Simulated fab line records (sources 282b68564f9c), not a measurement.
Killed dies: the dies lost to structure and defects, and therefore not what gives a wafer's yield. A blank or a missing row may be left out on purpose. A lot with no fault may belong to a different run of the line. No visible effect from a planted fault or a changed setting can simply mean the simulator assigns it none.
Which of the tools did it?	flow rit cmos	39 wafers from 13 lots sampled at 2 of the route's 202 steps

## WHAT THE GAUGES SHOWED, per wafer
RIT_CONTACT_THK_MEAS_01.
lot	measured	on	CONTACT_TEOS_THK (nm)
L487	day 3 05:13	film metro-03	396 394 396
L489	day 3 12:33	film metro-02	396 405 410
L490	day 3 17:27	film metro-02	395 390 402
L491	day 4 00:07	film metro-02	402 399 402
L494	day 4 13:41	film metro-02	390 400 401
L500	day 5 18:42	film metro-03	389 392 392
L501	day 6 01:19	film metro-04	380 394 392
L502	day 6 06:32	film metro-03	396 398 405
L503	day 6 17:47	film metro-03	397 396 407
L505	day 7 02:13	film metro-02	394 408 404
L506	day 7 06:50	film metro-03	395 402 401
L508	day 7 16:11	film metro-04	387 396 391
L509	day 7 18:17	film metro-04	392 405 395

## WHICH TOOL RAN EACH LOT (tool, then ch and the chambers of the sampled wafers, then the start)
lot	RIT_CONTACT_CVD_00
L487	pecvd-03 ch 1,2, day 3 05:10
L489	pecvd-04 ch 0,1, day 3 12:30
L490	pecvd-03 ch 0,1, day 3 17:24
L491	pecvd-01 ch 0,1,2, day 4 00:03
L494	pecvd-03 ch 0,1, day 4 13:38
L500	pecvd-03 ch 0,1, day 5 18:38
L501	pecvd-04 ch 0,1,2, day 6 01:16
L502	pecvd-01 ch 0,1,2, day 6 06:29
L503	pecvd-03 ch 0,1,2, day 6 17:44
L505	pecvd-01 ch 0,1, day 7 02:10
L506	pecvd-03 ch 1,2, day 7 06:47
L508	pecvd-01 ch 1,2, day 7 16:08
L509	pecvd-03 ch 0,1, day 7 18:13
- RIT_CONTACT_CVD_00: deposits SiO2 from TEOS, target thk 400 nm, time 61 s.

## WHAT THE TOOLS THEMSELVES READ (means of the sampled wafers that have a number; where no wafer has one, the mark that the record gives instead)
RIT_CONTACT_CVD_00.
lot	tool	heater power w (W)
L487	pecvd-03	378
L489	pecvd-04	275
L490	pecvd-03	273
L491	pecvd-01	293
L494	pecvd-03	332
L500	pecvd-03	303
L501	pecvd-04	303
L502	pecvd-01	339
L503	pecvd-03	346
L505	pecvd-01	325
L506	pecvd-03	336
L508	pecvd-01	343
L509	pecvd-03	261

## THE ANSWER, worked out from the rows above alone
Rule: what is usual is taken from the lots themselves. The widest of any qualifying gaps counts: lots, ordered by their means at a reading, are off when they make up no more than a third of the lots, leave a main group of 4 or more, and stand apart from it by 3 or more times the standard deviation of that group's means. Not used: any main group whose means are identical at the precision the tables above print for the reading. Also off: a lot with no number at a reading for which 4 or more lots have one. Any other lot the step has rows for is counted as sound. Order of review: gauges by route order, followed by the tools' own readings, for which a lot's mean as printed above is used. At the first step where some lot is off, the reading lying furthest off is the one used; lots without a number count as furthest.
No lot is off on any of the readings shown, so nothing can be concluded from this.

## WHAT THE SIMULATOR HAD PUT IN
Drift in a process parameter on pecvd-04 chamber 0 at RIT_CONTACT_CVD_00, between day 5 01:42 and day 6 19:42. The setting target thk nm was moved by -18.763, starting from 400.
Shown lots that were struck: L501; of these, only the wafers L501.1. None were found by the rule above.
